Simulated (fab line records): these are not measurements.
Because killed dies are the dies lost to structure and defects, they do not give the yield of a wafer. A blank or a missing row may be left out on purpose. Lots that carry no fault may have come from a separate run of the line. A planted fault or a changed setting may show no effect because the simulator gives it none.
The same fault as seen by 2 desks / flow berkeley_cmos170 / only its own numbers are on each desk; what lay behind them is given at the end

== THE METROLOGY DESK ==
Lot by lot, what the gauges showed, no matter which tool ran the lot: averages of those sampled wafers that carry a number. Any lot whose mean is over 4 standard deviations away from the usual mean is out of limits and marked OUT; that distance is given in the brackets.
Columns: A = PWELL_OVL at UCB170_PWELL_OVL_MEAS_13, usual -4 nm; B = PWELL_TW at UCB170_PWELL_TW_MEAS_17, usual 379.5
lot=L683; first seen here=day 3 05:12; A=-1; B=381.8
lot=L692; first seen here=day 5 00:56; A=-8; B=377.1
lot=L691; first seen here=day 5 01:12; A=-10; B=380.8
lot=L696; first seen here=day 5 23:11; A=-8; B=379.6
lot=L700; first seen here=day 6 19:12; A=-1; B=376.0
lot=L701; first seen here=day 7 00:17; A=-2; B=378.5
This desk's finding: nothing out of limits on any of the 6 lots.

== AT THE TOOL OWNER'S DESK: wet_bench-04 ==
The tool's own readings at UCB170_PWELL_WET_ETCH_20 (etches SiO2 in BOE, time 22 s): means of the sampled wafers that have a number, for each lot that ran on this tool. Any lot whose mean is over 4 standard deviations away from the usual mean is out of limits and marked OUT; that distance is given in the brackets.
Columns: A = run_length_s at UCB170_PWELL_WET_ETCH_20, usual 49.7 s
lot=L683; first seen here=day 3 11:03; A=52.9
lot=L691; first seen here=day 5 06:17; A=32.8 (-8.5) OUT
lot=L692; first seen here=day 5 06:17; A=33.9 (-7.9) OUT
This desk finds L691, L692 out of limits, L691 being first, at day 5 06:17 (run_length_s at UCB170_PWELL_WET_ETCH_20). In limits: L683.

== TAKEN TOGETHER ==
The tool owner's desk could have raised an alarm at day 5 06:17, on L691, L692.
The metrology desk saw nothing out of limits.
The metrology desk has L691, L692 on record, within its limits.
On wet_bench-04, each named lot ran UCB170_PWELL_WET_ETCH_20.

== WHAT THE SIMULATOR HAD INSERTED ==
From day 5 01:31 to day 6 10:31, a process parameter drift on wet_bench-04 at UCB170_PWELL_WET_ETCH_20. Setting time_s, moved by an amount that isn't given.
Shown lots that were struck: L691, L692.
Hours from the fault's start to each desk's first reading out of limits: the tool owner's desk, 5.
